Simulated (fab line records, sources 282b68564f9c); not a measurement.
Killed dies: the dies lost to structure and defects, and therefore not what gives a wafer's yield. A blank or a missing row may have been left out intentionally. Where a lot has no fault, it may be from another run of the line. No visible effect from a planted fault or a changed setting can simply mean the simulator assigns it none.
fab line records -- flow ritCmos
record lots=6, wafers=18, lastDay=7
route steps=202 shown CONTACT@172 M1@184
lots that met no fault: taken from a fault-free run of the same line
startH: the number of hours between the record's first day and the start of the first shown wafer of the lot -- waitH: how many hours have passed since the lot's step before this one -- " same as the row above -- L1.1+2: one row covering several wafers at once -- - no value present, or no start provided -- * or withheld: withheld -- < > ~ a bound
route shown NAME@n: a module of which the file shows steps, and the number in the route of the first -- usual: mean and standard deviation over wafers with no fault -- same: alike in all rows -- chamber/n: place in a boat -- sites: the reading at each site -- _std_site: standard deviation across them -- _edge_site: outer sites' mean less inner sites' -- radiusMm: how far each site lies from the wafer's centre -- mask NAME#n: copy n -- behind: the most recent tool/chamber to have shaped the wafer -- hold: reason for holding the lot/hours on hold/outcome of the hold -- device: transistor that didn't switch, given as n, p or np -- end of line: tests of these same wafers at the route's end -- a step with no rows: only its recipe -- killed: dies lost to structure and defects at the first sort, not the wafer's yield -- map: a wafer's dies, marking killed ones x, the rest . and places with no die _
set.NAME: setting as actually run; set.NAME@STEP: the setting as run at that earlier step -- model.NAME: the simulator's own value behind a step, which no gauge read
lots at selected steps of the route; one table per step, one row per wafer
services: a tool's chamber out of use, with start hour (startH, from the record's first day; less than 0 if before it), hours out, and reason
## steps
# step RIT_CONTACT_SOFTBAKE_04
# recipe resist=NOVOLAK, tempC=90, timeS=60
# step RIT_CONTACT_EXPOSE_05
# recipe maskId=M11, na=0.6, sourceShape=conventional, sigmaOuter=0.5, targetCdNm=1000, doseMj=250
# step RIT_CONTACT_PEB_06
# recipe resist=NOVOLAK, tempC=withheld, timeS=withheld
# step RIT_CONTACT_DEVELOP_07
# recipe resist=NOVOLAK, developTimeS=120, devTempC=23.94
# step RIT_CONTACT_CD_MEAS_08
# recipe targetCdNm=1000
# usual cdNm=999.9/2.1
lot.wafer,tool,chamber,startH,waitH,cdNm
L614.3,cdSem-02,-,55.97,-,1000.7
L614.5,cdSem-02,-,55.97,-,1001.0
L614.6,cdSem-02,-,55.97,-,1001.5
L626.1,cdSem-02,-,115.84,-,998.5
L626.3,cdSem-02,-,115.84,-,997.9
L626.4,cdSem-02,-,115.84,-,999.2
L629.2,cdSem-02,-,132.39,-,1001.4
L629.3,cdSem-02,-,132.39,-,999.6
L629.6,cdSem-02,-,132.39,-,1000.7
L633.4,cdSem-02,-,152.35,-,1002.0
L633.5,cdSem-02,-,152.35,-,1003.0
L633.6,cdSem-02,-,152.35,-,1001.5
L634.2,cdSem-02,-,157.42,-,997.4
L634.4,cdSem-02,-,157.42,-,999.5
L634.6,cdSem-02,-,157.42,-,996.1
L636.2,cdSem-02,-,164.44,-,1005.8
L636.3,cdSem-02,-,164.44,-,1006.3
L636.4,cdSem-02,-,164.44,-,1004.8
# step RIT_CONTACT_OVL_MEAS_09
# usual CONTACT_OVL=-0.3/1.4
lot.wafer,tool,chamber,startH,waitH,CONTACT_OVL[nm]
L614.3,overlay-01,-,56.06,0.1,1.9
L614.5,overlay-01,-,56.06,0.1,1.9
L614.6,overlay-01,-,56.06,0.1,2.8
L626.1,overlay-02,-,115.96,0.1,1.5
L626.3,overlay-02,-,115.96,0.1,0.6
L626.4,overlay-02,-,115.96,0.1,0.7
L629.2,overlay-02,-,132.50,0.1,0.7
L629.3,overlay-02,-,132.50,0.1,0.1
L629.6,overlay-02,-,132.50,0.1,1.1
L633.4,overlay-01,-,152.43,0.1,0.3
L633.5,overlay-01,-,152.43,0.1,-0.5
L633.6,overlay-01,-,152.43,0.1,-0.4
L634.2,overlay-01,-,157.52,0.1,-1.4
L634.4,overlay-01,-,157.52,0.1,-0.9
L634.6,overlay-01,-,157.52,0.1,0.5
L636.2,overlay-01,-,164.55,0.1,-1.8
L636.3,overlay-01,-,164.55,0.1,-1.4
L636.4,overlay-01,-,164.55,0.1,-1.0
# step RIT_CONTACT_HARDBAKE_10
# recipe resist=NOVOLAK, tempC=140, timeS=60
# step RIT_CONTACT_ETCH_11
# recipe targetDepthA=4800, overEtchFrac=0.2, stopOn=TiSi2, chemistry=CHF3/CF4/Ar, target=SiO2, CHF3_flow_sccm=50, cf4FlowSccm=10, Ar_flow_sccm=100, O2_flow_sccm=5, pressureMtorr=100, rfW=200, timeS=320
# usual cf4FlowSccm=10.01/0.033, drypumpMotorCurrentA=5.5/0.36, oesProductAu=0.993/0.014, throttleValvePct=8.84/0.13
# same timeS=320
lot.wafer,tool,chamber,startH,waitH,cf4FlowSccm,drypumpMotorCurrentA,oesProductAu,rfHoursCounterH,throttleValvePct
L614.3,rieDiel-04,2,56.23,0.1,9.98,5.1,0.983,1,8.92
L614.5,rieDiel-04,0,56.23,0.1,10.00,5.4,0.973,-,8.63
L614.6,rieDiel-04,1,56.23,0.1,10.00,5.0,1.033,-,8.67
L626.1,rieDiel-03,1,116.14,0.1,9.97,5.6,0.989,60,8.97
L626.3,rieDiel-03,0,116.14,0.1,9.96,6.0,0.975,148,9.05
L626.4,rieDiel-03,3,116.14,0.1,10.06,5.8,0.992,31,8.87
L629.2,rieDiel-04,2,132.68,0.1,9.96,5.1,0.975,3,8.94
L629.3,rieDiel-04,0,132.68,0.1,9.94,5.4,0.961,32,8.64
L629.6,rieDiel-04,2,132.68,0.1,10.03,5.1,0.992,-,8.93
L633.4,rieDiel-04,1,152.60,0.1,10.00,5.0,1.026,81,8.68
L633.5,rieDiel-04,0,152.60,0.1,10.02,5.4,0.969,-,8.64
L633.6,rieDiel-04,3,152.60,0.1,9.98,5.5,0.995,-,8.86
L634.2,rieDiel-02,0,157.70,0.1,9.95,6.3,0.999,49,8.64
L634.4,rieDiel-02,2,157.70,0.1,10.02,5.0,0.986,-,8.81
L634.6,rieDiel-02,0,157.70,0.1,10.03,6.4,0.995,-,8.64
L636.2,rieDiel-03,1,164.73,0.1,10.01,5.5,1.005,61,8.98
L636.3,rieDiel-03,2,164.73,0.1,10.01,5.5,0.983,-,8.89
L636.4,rieDiel-03,1,164.73,0.1,10.05,5.6,0.997,-,8.99
# step RIT_CONTACT_STRIP_12
# recipe chemistry=O2, timeS=180, resist=NOVOLAK, platenTempC=withheld, powerW=500, pressureMtorr=4000, o2FlowSccm=4000
# usual drypumpMotorCurrentA=5.9/0.33
# same timeS=180
lot.wafer,tool,chamber,startH,waitH,drypumpMotorCurrentA,rfHoursCounterH
L614.3,plasmaAsher-04,1,56.49,0.2,5.9,-
L614.5,plasmaAsher-04,1,56.49,0.2,5.9,-
L614.6,plasmaAsher-04,0,56.49,0.2,5.4,-
L626.1,plasmaAsher-03,0,116.34,0.1,6.3,31
L626.3,plasmaAsher-03,0,116.34,0.1,6.3,-
L626.4,plasmaAsher-03,1,116.34,0.1,5.8,-
L629.2,plasmaAsher-03,0,132.87,0.1,6.3,33
L629.3,plasmaAsher-03,1,132.87,0.1,5.8,-
L629.6,plasmaAsher-03,0,132.87,0.1,6.3,-
L633.4,plasmaAsher-04,1,152.85,0.2,5.9,-
L633.5,plasmaAsher-04,0,152.85,0.2,5.4,-
L633.6,plasmaAsher-04,1,152.85,0.2,5.9,-
L634.2,plasmaAsher-03,0,157.90,0.1,6.3,36
L634.4,plasmaAsher-03,0,157.90,0.1,6.3,-
L634.6,plasmaAsher-03,1,157.90,0.1,5.8,-
L636.2,plasmaAsher-04,1,165.02,0.2,5.9,51
L636.3,plasmaAsher-04,1,165.02,0.2,5.9,-
L636.4,plasmaAsher-04,0,165.02,0.2,5.4,-
# step RIT_CONTACT_CD_MEAS_90
# recipe targetCdNm=1000
# usual cdNm=999.9/2.1
lot.wafer,tool,chamber,startH,waitH,cdNm
L614.3,cdSem-02,-,56.64,0.1,1000.9
L614.5,cdSem-02,-,56.64,0.1,1001.2
L614.6,cdSem-02,-,56.64,0.1,1001.6
L626.1,cdSem-02,-,116.51,0.1,998.6
L626.3,cdSem-02,-,116.51,0.1,998.1
L626.4,cdSem-02,-,116.51,0.1,999.1
L629.2,cdSem-02,-,133.07,0.1,1001.0
L629.3,cdSem-02,-,133.07,0.1,999.4
L629.6,cdSem-02,-,133.07,0.1,1000.8
L633.4,cdSem-02,-,153.03,0.1,1002.0
L633.5,cdSem-02,-,153.03,0.1,1002.6
L633.6,cdSem-02,-,153.03,0.1,1001.7
L634.2,cdSem-02,-,158.09,0.1,997.5
L634.4,cdSem-02,-,158.09,0.1,999.9
L634.6,cdSem-02,-,158.09,0.1,995.7
L636.2,cdSem-01,-,165.22,0.1,1005.9
L636.3,cdSem-01,-,165.22,0.1,1006.6
L636.4,cdSem-01,-,165.22,0.1,1004.6
# step RIT_CONTACT_CLEAN_13
# recipe chemistry=SC1, mix=3:3:50, timeS=571.1, tempC=75
# step RIT_CONTACT_CLEAN_14
# recipe chemistry=SC2, mix=3:3:50, timeS=600, tempC=75, dry=n2Spin
# step RIT_M1_SPUTTER_00
# recipe material=Al, targetThkNm=400, powerW=2000, chamberPressurePa=0.4, gas=Ar, timeS=500, substrateTempC=25
# usual chamberPressurePa=0.4000/0.00085, throttleValvePct=29.6/1.2
# same timeS=500
lot.wafer,tool,chamber,startH,waitH,chamberPressurePa,throttleValvePct,model.Al_of_M1_SPUTTER_00.thkNm
L614.3,pvdSputter-02,-,57.09,0.0,0.4022,29.4,400.6
L614.5,pvdSputter-02,-,57.09,0.0,0.4001,30.7,404
L614.6,pvdSputter-02,-,57.09,0.0,0.4008,29.8,400.7
L626.1,pvdSputter-01,-,117.00,0.0,0.4006,27.5,400.4
L626.3,pvdSputter-01,-,117.00,0.0,0.4002,30.0,399.6
L626.4,pvdSputter-01,-,117.00,0.0,0.4005,30.2,401.8
L629.2,pvdSputter-01,-,133.53,0.0,0.3991,30.0,400.2
L629.3,pvdSputter-01,-,133.53,0.0,0.4000,31.5,401.9
L629.6,pvdSputter-01,-,133.53,0.0,0.3750,28.5,409.4
L633.4,pvdSputter-01,-,153.44,0.0,0.3993,31.6,394.1
L633.5,pvdSputter-01,-,153.44,0.0,0.3737,28.6,398.5
L633.6,pvdSputter-01,-,153.44,0.0,0.3996,30.2,395.2
L634.2,pvdSputter-03,-,158.54,0.0,0.3993,28.1,398
L634.4,pvdSputter-03,-,158.54,0.0,0.4009,29.8,397.3
L634.6,pvdSputter-03,-,158.54,0.0,0.3994,27.9,394.1
L636.2,pvdSputter-03,-,165.67,0.0,0.4005,30.1,397.3
L636.3,pvdSputter-03,-,165.67,0.0,0.4006,27.9,396.9
L636.4,pvdSputter-03,-,165.67,0.0,0.4005,28.9,395.5
# step RIT_M1_RS_MEAS_01
# recipe thkMeasGauge=four-point-probe, reads=Al_of_M1_SPUTTER_00
# usual M1_AL_RS=0.0737/0.00072
lot.wafer,tool,chamber,startH,waitH,M1_AL_RS[ohm/sq]
L614.3,filmMetro-03,-,57.42,0.2,0.0733
L614.5,filmMetro-03,-,57.42,0.2,0.0729
L614.6,filmMetro-03,-,57.42,0.2,0.0731
L626.1,filmMetro-03,-,117.29,0.1,0.0734
L626.3,filmMetro-03,-,117.29,0.1,0.0736
L626.4,filmMetro-03,-,117.29,0.1,0.0732
L629.2,filmMetro-02,-,133.85,0.2,0.0736
L629.3,filmMetro-02,-,133.85,0.2,0.0732
L629.6,filmMetro-02,-,133.85,0.2,0.0713
L633.4,filmMetro-03,-,153.79,0.2,0.0747
L633.5,filmMetro-03,-,153.79,0.2,0.0735
L633.6,filmMetro-03,-,153.79,0.2,0.0744
L634.2,filmMetro-01,-,158.86,0.2,0.0738
L634.4,filmMetro-01,-,158.86,0.2,0.0741
L634.6,filmMetro-01,-,158.86,0.2,0.0746
L636.2,filmMetro-01,-,165.98,0.2,0.0739
L636.3,filmMetro-01,-,165.98,0.2,0.0742
L636.4,filmMetro-01,-,165.98,0.2,0.0742
# step RIT_M1_THK_MEAS_02
# recipe thkMeasGauge=xrf, reads=Al_of_M1_SPUTTER_00
# usual M1_AL_THK=403/4.5
lot.wafer,tool,chamber,startH,waitH,M1_AL_THK[nm]
L614.3,filmMetro-03,-,57.52,0.1,407
L614.5,filmMetro-03,-,57.52,0.1,409
L614.6,filmMetro-03,-,57.52,0.1,409
L626.1,filmMetro-03,-,117.41,0.1,405
L626.3,filmMetro-03,-,117.41,0.1,404
L626.4,filmMetro-03,-,117.41,0.1,406
L629.2,filmMetro-02,-,133.96,0.1,407
L629.3,filmMetro-02,-,133.96,0.1,408
L629.6,filmMetro-02,-,133.96,0.1,417
L633.4,filmMetro-03,-,153.88,0.1,399
L633.5,filmMetro-03,-,153.88,0.1,402
L633.6,filmMetro-03,-,153.88,0.1,400
L634.2,filmMetro-01,-,158.97,0.1,401
L634.4,filmMetro-01,-,158.97,0.1,400
L634.6,filmMetro-01,-,158.97,0.1,398
L636.2,filmMetro-01,-,166.09,0.1,396
L636.3,filmMetro-01,-,166.09,0.1,402
L636.4,filmMetro-01,-,166.09,0.1,399
# step RIT_M1_HMDS_03
# recipe primeTimeS=60, primeTempC=140
# step RIT_M1_COAT_04
# recipe resist=NOVOLAK, spinRpm=2000, resistThkNm=1300
# step RIT_M1_SOFTBAKE_05
# recipe resist=NOVOLAK, tempC=90, timeS=60
# step RIT_M1_EXPOSE_06
# recipe maskId=M12, na=0.6, sourceShape=conventional, sigmaOuter=0.5, targetCdNm=2600, doseMj=250
# step RIT_M1_PEB_07
# recipe resist=NOVOLAK, tempC=withheld, timeS=withheld
# step RIT_M1_DEVELOP_08
# recipe resist=NOVOLAK, developTimeS=68, devTempC=23
# step RIT_M1_CD_MEAS_09
# recipe targetCdNm=2600
# usual cdNm=2600.0/2.5
lot.wafer,tool,chamber,startH,waitH,cdNm
L614.3,cdSem-01,-,58.61,-,2595.0
L614.5,cdSem-01,-,58.61,-,2598.0
L614.6,cdSem-01,-,58.61,-,2595.8
L626.1,cdSem-02,-,118.35,-,2603.1
L626.3,cdSem-02,-,118.35,-,2601.8
L626.4,cdSem-02,-,118.35,-,2605.7
L629.2,cdSem-02,-,135.03,-,2601.0
L629.3,cdSem-02,-,135.03,-,2601.4
L629.6,cdSem-02,-,135.03,-,2601.3
L633.4,cdSem-02,-,154.85,-,2600.1
L633.5,cdSem-02,-,154.85,-,2599.9
L633.6,cdSem-02,-,154.85,-,2600.8
L634.2,cdSem-02,-,159.93,-,2600.8
L634.4,cdSem-02,-,159.93,-,2597.7
L634.6,cdSem-02,-,159.93,-,2599.8
L636.2,cdSem-02,-,167.17,-,2596.6
L636.3,cdSem-02,-,167.17,-,2594.8
L636.4,cdSem-02,-,167.17,-,2597.4
# step RIT_M1_OVL_MEAS_10
# usual M1_OVL=-0.6/1.2
lot.wafer,tool,chamber,startH,waitH,M1_OVL[nm]
L614.3,overlay-01,-,58.70,0.1,-0.2
L614.5,overlay-01,-,58.70,0.1,-1.5
L614.6,overlay-01,-,58.70,0.1,1.7
L626.1,overlay-01,-,118.47,0.1,-0.1
L626.3,overlay-01,-,118.47,0.1,0.0
L626.4,overlay-01,-,118.47,0.1,0.0
L629.2,overlay-02,-,135.14,0.1,0.8
L629.3,overlay-02,-,135.14,0.1,-0.8
L629.6,overlay-02,-,135.14,0.1,-0.2
L633.4,overlay-01,-,154.93,0.1,-1.5
L633.5,overlay-01,-,154.93,0.1,-0.3
L633.6,overlay-01,-,154.93,0.1,0.3
L634.2,overlay-02,-,160.04,0.1,0.2
L634.4,overlay-02,-,160.04,0.1,1.1
L634.6,overlay-02,-,160.04,0.1,0.1
L636.2,overlay-02,-,167.27,0.1,-1.6
L636.3,overlay-02,-,167.27,0.1,0.8
L636.4,overlay-02,-,167.27,0.1,0.7
# step RIT_M1_HARDBAKE_11
# recipe resist=NOVOLAK, tempC=140, timeS=120
# step RIT_M1_METAL_ETCH_12
# recipe stopOn=SiO2, chemistry=Cl2/BCl3, target=Al, timeS=171.1, overEtchFrac=0.5, pressureMtorr=100, targetDepthA=6000, rfW=250, Cl2_flow_sccm=60, bcl3FlowSccm=50
# usual drypumpMotorCurrentA=5.7/0.55, oesProductAu=0.767/0.01, throttleValvePct=8.22/0.15
# same timeS=171.1
lot.wafer,tool,chamber,startH,waitH,drypumpMotorCurrentA,oesProductAu,rfHoursCounterH,throttleValvePct,model.M1.featureDepthNm,model.etch.depthNm
L614.3,rieMetal-04,0,59.08,0.2,5.6,0.763,-,8.11,434.7,400.6
L614.5,rieMetal-04,1,59.08,0.2,5.0,0.781,-,8.10,437.9,404
L614.6,rieMetal-04,0,59.08,0.2,5.7,0.753,-,8.11,434.7,400.7
L626.1,rieMetal-03,1,118.76,0.2,6.8,0.763,1,8.43,433.8,400.4
L626.3,rieMetal-03,0,118.76,0.2,5.7,0.768,-,8.07,433.2,399.6
L626.4,rieMetal-03,1,118.76,0.2,6.8,0.775,-,8.45,435.1,401.8
L629.2,rieMetal-04,0,135.42,0.2,5.6,0.768,4,8.11,434.3,400.2
L629.3,rieMetal-04,1,135.42,0.2,5.0,0.773,-,8.08,435.8,401.9
L629.6,rieMetal-04,1,135.42,0.2,5.1,0.790,-,8.07,443.4,409.4
L633.4,rieMetal-04,1,155.25,0.1,5.0,0.760,-,8.09,428.1,394.1
L633.5,rieMetal-04,0,155.25,0.1,5.6,0.756,-,8.13,432.5,398.5
L633.6,rieMetal-04,1,155.25,0.1,5.0,0.766,-,8.10,429.3,395.2
L634.2,rieMetal-02,0,160.32,0.2,5.2,0.759,0,8.26,432.1,398
L634.4,rieMetal-02,0,160.32,0.2,5.2,0.755,-,8.26,431.4,397.3
L634.6,rieMetal-02,0,160.32,0.2,5.2,0.749,-,8.26,428.2,394.1
L636.2,rieMetal-04,0,167.74,0.2,5.7,0.763,5,8.13,431.4,397.3
L636.3,rieMetal-04,1,167.74,0.2,5.1,0.771,-,8.11,431,396.9
L636.4,rieMetal-04,0,167.74,0.2,5.6,0.751,-,8.13,429.5,395.5
# step RIT_M1_STRIP_13
# recipe chemistry=nmp, resist=NOVOLAK, tempC=80, timeS=600, dry=n2Spin
# step RIT_M1_PROBE_99
# usual defectLimitedYield=97.3/1.3, killedAtContacts=0.0/0.18, killedAtFrontEnd=7/3.4, killedDies=7/3.4, killedOpen=3.4/2, killedShort=3.6/2.1, sort_bin_3_pad_short=0.2/0.3, sort_bin_5_function=1.5/0.83, sort_bin_6_memory=1.0/0.7, sortNPass=257/3.4, sortYieldPct=97.3/1.3
# same grossDies=264, killed_at_M0_to_M3=0, killed_at_M4_up=0, killedAtBackSide=0, killedAtOther=0
lot.wafer,tool,chamber,startH,waitH,defectLimitedYield[%],killedAtContacts,killedAtFrontEnd,killedDies,killedOpen,killedShort,sort_bin_3_pad_short[%],sort_bin_5_function[%],sort_bin_6_memory[%],sortNPass,sortYieldPct[%]
L614.3,prober-01,-,61.38,0.2,98.1,0,5,5,4,1,0,1.1,0.8,259,98.1
L614.5,prober-01,-,61.48,0.2,96.2,0,10,10,4,6,0.8,1.5,1.5,254,96.2
L614.6,prober-01,-,61.53,0.2,98.9,0,3,3,1,2,0,0.4,0.8,261,98.9
L626.1,prober-02,-,121.03,0.1,94.7,0,14,14,6,8,1.5,1.9,1.9,250,94.7
L626.3,prober-02,-,121.13,0.2,95.8,0,11,11,8,3,0,2.7,1.5,253,95.8
L626.4,prober-02,-,121.18,0.2,98.1,1,4,5,3,2,0,1.1,0.8,259,98.1
L629.2,prober-02,-,137.74,0.1,97.7,0,6,6,2,4,0,1.1,1.1,258,97.7
L629.3,prober-02,-,137.79,0.2,98.5,0,4,4,3,1,0,1.5,0,260,98.5
L629.6,prober-02,-,137.94,0.2,95.1,0,13,13,6,7,0.8,2.3,1.9,251,95.1
L633.4,prober-01,-,157.60,0.2,97.7,0,6,6,1,5,0,1.1,1.1,258,97.7
L633.5,prober-01,-,157.65,0.2,98.5,0,4,4,1,3,0.4,1.1,0,260,98.5
L633.6,prober-01,-,157.70,0.2,98.1,0,5,5,2,3,0.4,1.1,0.4,259,98.1
L634.2,prober-02,-,162.62,0.1,98.5,0,4,4,2,2,0,1.1,0.4,260,98.5
L634.4,prober-02,-,162.72,0.2,97.7,0,6,6,4,2,0,1.5,0.8,258,97.7
L634.6,prober-02,-,162.82,0.2,97.0,0,8,8,4,4,0,2.3,0.8,256,97.0
L636.2,prober-02,-,170.04,0.1,94.7,0,14,14,6,8,0.8,3.4,1.1,250,94.7
L636.3,prober-02,-,170.09,0.2,97.0,0,8,8,3,5,0,1.1,1.9,256,97.0
L636.4,prober-02,-,170.14,0.2,98.1,0,5,5,2,3,0.4,0.8,0.8,259,98.1
# killed by level:class
L614.3 GATE:geometricParticle:open=2 FOX2:geometricParticle:open=1 GATE:geometricParticle:short=1 REOX:geometricParticle:open=1
L614.5 GATE:geometricParticle:short=2 FOX1:geometricParticle:short=1 FOX2:geometricParticle:open=1 FOX2:geometricParticle:short=1 REOX:geometricParticle:open=1 SPACER:geometricParticle:short=1 SPACER:geometricParticle:open=1 SILICIDE:geometricParticle:short=1
L614.6 FOX1:geometricParticle:short=1 GATE:geometricParticle:short=1 SPACER:geometricParticle:open=1
L626.1 GATE:geometricParticle:short=3 GATE:geometricParticle:open=3 FOX1:geometricParticle:short=2 REOX:geometricParticle:short=2 FOX1:geometricParticle:open=1 REOX:geometricParticle:open=1 SPACER:geometricParticle:short=1 SILICIDE:geometricParticle:open=1
L626.3 SILICIDE:geometricParticle:open=3 FOX1:geometricParticle:open=2 FOX1:geometricParticle:short=1 FOX2:geometricParticle:open=1 GATE:geometricParticle:short=1 GATE:geometricParticle:open=1 SPACER:geometricParticle:open=1 SPACER:geometricParticle:short=1
L626.4 REOX:geometricParticle:open=2 GATE:geometricParticle:short=1 GATE:geometricParticle:open=1 CONTACT:geometricParticle:short=1
L629.2 GATE:geometricParticle:short=2 SPACER:geometricParticle:short=2 FOX2:geometricParticle:open=1 GATE:geometricParticle:open=1
L629.3 FOX1:geometricParticle:open=1 GATE:geometricParticle:open=1 REOX:geometricParticle:open=1 SILICIDE:geometricParticle:short=1
L629.6 FOX1:geometricParticle:short=4 GATE:geometricParticle:open=3 GATE:geometricParticle:short=2 FOX1:geometricParticle:open=1 REOX:geometricParticle:open=1 SPACER:geometricParticle:short=1 SPACER:geometricParticle:open=1
L633.4 GATE:geometricParticle:short=2 FOX1:geometricParticle:short=1 REOX:geometricParticle:short=1 SPACER:geometricParticle:short=1 SILICIDE:geometricParticle:open=1
L633.5 GATE:geometricParticle:short=2 FOX2:geometricParticle:short=1 GATE:geometricParticle:open=1
L633.6 GATE:geometricParticle:open=2 GATE:geometricParticle:short=1 SPACER:geometricParticle:short=1 SILICIDE:geometricParticle:short=1
L634.2 REOX:geometricParticle:short=2 FOX1:geometricParticle:open=1 FOX2:geometricParticle:open=1
L634.4 SPACER:geometricParticle:open=2 FOX1:geometricParticle:open=1 FOX2:geometricParticle:short=1 GATE:geometricParticle:short=1 REOX:geometricParticle:open=1
L634.6 REOX:geometricParticle:open=3 SPACER:geometricParticle:short=2 FOX2:geometricParticle:short=1 FOX2:geometricParticle:open=1 REOX:geometricParticle:short=1
L636.2 GATE:geometricParticle:short=3 SPACER:geometricParticle:open=3 GATE:geometricParticle:open=2 REOX:geometricParticle:short=2 FOX1:geometricParticle:short=1 FOX1:geometricParticle:open=1 FOX2:geometricParticle:short=1 SILICIDE:geometricParticle:short=1
L636.3 SPACER:geometricParticle:short=3 GATE:geometricParticle:open=2 GATE:geometricParticle:short=2 REOX:geometricParticle:open=1
L636.4 FOX2:geometricParticle:short=1 FOX2:geometricParticle:open=1 GATE:geometricParticle:open=1 GATE:geometricParticle:short=1 SPACER:geometricParticle:short=1
## services
tool,chamber,startH,hours,kind
plasmaAsher-04,-,46.52,3.4,repair
pvdSputter-02,-,49.62,2.4,repair
rieMetal-03,-,50.10,0.3,repair
rieDiel-02,-,55.07,14.6,pm
plasmaAsher-04,-,59.29,5.9,repair
plasmaAsher-04,-,68.83,0.6,repair
pvdSputter-01,-,73.08,10.8,repair
pvdSputter-01,-,77.26,5.2,repair
rieDiel-03,-,82.43,2.8,pm
rieDiel-04,3,82.90,-,clean
rieDiel-04,-,86.55,2.8,pm
pvdSputter-01,-,98.21,4.1,repair
plasmaAsher-03,-,101.48,7.2,repair
pvdSputter-03,-,102.54,0.7,repair
rieDiel-03,-,106.56,2.4,repair
rieDiel-02,0,107.41,2.8,repair
rieDiel-02,2,109.11,2.0,repair
rieDiel-04,2,125.93,1.5,repair
rieMetal-02,-,136.12,20.0,pm
pvdSputter-03,-,140.36,4.1,repair
rieDiel-02,3,160.69,3.3,repair
rieDiel-04,-,161.56,14.6,pm
pvdSputter-02,-,161.88,1.1,repair
rieDiel-03,3,163.02,8.7,repair
## key
firstSign step=RIT_M1_SPUTTER_00, reading=chamberPressurePa, direction=down, sigmas=30, usual=0.4000, struck=0.3743
effect none on later readings
modelEffect step=RIT_M1_SPUTTER_00, value=Al_of_M1_SPUTTER_00.thkNm, without=397.8, struck=404
modelEffect step=RIT_M1_METAL_ETCH_12, value=M1.featureDepthNm, without=431.9, struck=438
metAt RIT_M1_SPUTTER_00
struckWafers L629.6,L633.5
onsetBetween 117.00 133.53
fault kind=processParameterDrift, tool=pvdSputter-01, chamber=-, onsetH=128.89, steps=RIT_M1_SPUTTER_00, channel=chamberPressurePa, offset=-0.025366, shape=step, stated=0.4, scope=struckWafersOnly
